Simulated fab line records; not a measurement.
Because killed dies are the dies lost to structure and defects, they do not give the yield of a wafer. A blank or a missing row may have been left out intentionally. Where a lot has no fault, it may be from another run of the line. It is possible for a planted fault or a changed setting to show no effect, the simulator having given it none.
Lot-split experiment | flow rit-cmos | route with 202 steps; 4 lots, 21 wafers read

THE SPLIT
At RIT_ACTIVE_CLEAN_16 (cleans in dHF, time 30 s), the setting time-s was moved away from the recipe's 30 s on 18 of the 21 wafers read, by +9.0% to +12.8%. This setting was run at the recipe's value on the other wafers.

FROM THE SPLIT TO THE READING: what the file shows between them, 10 steps
- RIT_PWELL_COAT_01: resist thk 1300 nm (also split here: resist-thk-nm)
- RIT_PWELL_SOFTBAKE_02: time 60 s
- RIT_PWELL_EXPOSE_03: exposes mask M3, target cd 43700 nm
- RIT_PWELL_DEVELOP_05: develop time 68 s
- RIT_PWELL_HARDBAKE_07: time 120 s
- RIT_PWELL_IMPLANT_08 (also split here: energy-kev)
- RIT_PRETRO_IMPLANT_08 (also split here: dose-cm2)
- RIT_PRETRO_STRIP_09: strips in O2, time 180 s
- RIT_GATE_WET_ETCH_00: etches SiO2 in BOE, target depth 56 nm, time 60 s
- RIT_GATE_CLEAN_01: cleans in SC1, time 600 s

THE READING
SiO2_of_FOX2_OXIDATION_00.thk-nm (the simulator's own value, which no gauge read), in nm, at RIT_GATE_CLEAN_02 (cleans in dHF, time 30 s). The file does not state a usual value for it. Average 256.9 nm, standard deviation 2.5 nm, over the 3 wafers here run with the recipe.

wafer  | tool, chamber at the split | time-s as run, s | against the recipe | SiO2_of_FOX2_OXIDATION_00.thk-nm, nm | against lot-mates on the recipe
L077.1 | -, -                       | 32.7             | +9.0%              | 315.8                                | no lot-mate on the recipe
L077.2 | -, -                       | 32.7             | +9.0%              | 318.6                                | no lot-mate on the recipe
L077.3 | -, -                       | 32.7             | +9.0%              | 322.5                                | no lot-mate on the recipe
L077.4 | -, -                       | 32.7             | +9.0%              | 320.1                                | no lot-mate on the recipe
L077.5 | -, -                       | 32.7             | +9.0%              | 322.1                                | no lot-mate on the recipe
L077.6 | -, -                       | 32.7             | +9.0%              | 318.9                                | no lot-mate on the recipe
L078.4 | wet-bench-02, 3            | 30               | recipe             | 260.3                                | -
L078.5 | wet-bench-02, 3            | 30               | recipe             | 255.6                                | -
L078.6 | wet-bench-02, 3            | 30               | recipe             | 254.7                                | -
L079.1 | -, -                       | 33.83            | +12.8%             | 330.2                                | no lot-mate on the recipe
L079.2 | -, -                       | 33.83            | +12.8%             | 321.3                                | no lot-mate on the recipe
L079.3 | -, -                       | 33.83            | +12.8%             | 328.3                                | no lot-mate on the recipe
L079.4 | -, -                       | 33.83            | +12.8%             | 328.6                                | no lot-mate on the recipe
L079.5 | -, -                       | 33.83            | +12.8%             | 325.1                                | no lot-mate on the recipe
L079.6 | -, -                       | 33.83            | +12.8%             | 327.7                                | no lot-mate on the recipe
L085.1 | -, -                       | 33.12            | +10.4%             | 311.7                                | no lot-mate on the recipe
L085.2 | -, -                       | 33.12            | +10.4%             | 307.9                                | no lot-mate on the recipe
L085.3 | -, -                       | 33.12            | +10.4%             | 315.4                                | no lot-mate on the recipe
L085.4 | -, -                       | 33.12            | +10.4%             | 315.1                                | no lot-mate on the recipe
L085.5 | -, -                       | 33.12            | +10.4%             | 314.6                                | no lot-mate on the recipe
L085.6 | -, -                       | 33.12            | +10.4%             | 313.2                                | no lot-mate on the recipe

THE FIT
A straight line over all 21 wafers: SiO2_of_FOX2_OXIDATION_00.thk-nm changes by +5.42 nm for each +1% of time-s; r = +0.96; the points scatter about the line by 7.1 nm.
Too few moved wafers with a lot-mate on the recipe to fit a line net of each lot's own level.

THE WHOLE CHAIN: every reading that the file lists as answering this split, in the file's order
step                 | what it does                                      | reading                                                                           | change (the file's fit)              | r (the file's)
RIT_GATE_WET_ETCH_00 | etches SiO2 in BOE, target depth 56 nm, time 60 s | SiO2_of_FOX2_OXIDATION_00.thk-nm (the simulator's own value, which no gauge read) | +4.99 nm for each +1% of the setting | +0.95
RIT_GATE_CLEAN_01    | cleans in SC1, time 600 s                         | SiO2_of_FOX2_OXIDATION_00.thk-nm (the simulator's own value, which no gauge read) | +5.15 nm for each +1% of the setting | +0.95
RIT_GATE_CLEAN_02    | cleans in dHF, time 30 s                          | SiO2_of_FOX2_OXIDATION_00.thk-nm (the simulator's own value, which no gauge read) | +5.42 nm for each +1% of the setting | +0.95

THE FILE'S OWN FIT
SiO2_of_FOX2_OXIDATION_00.thk-nm changes by +5.42 nm for each +1% of time-s, r = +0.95.
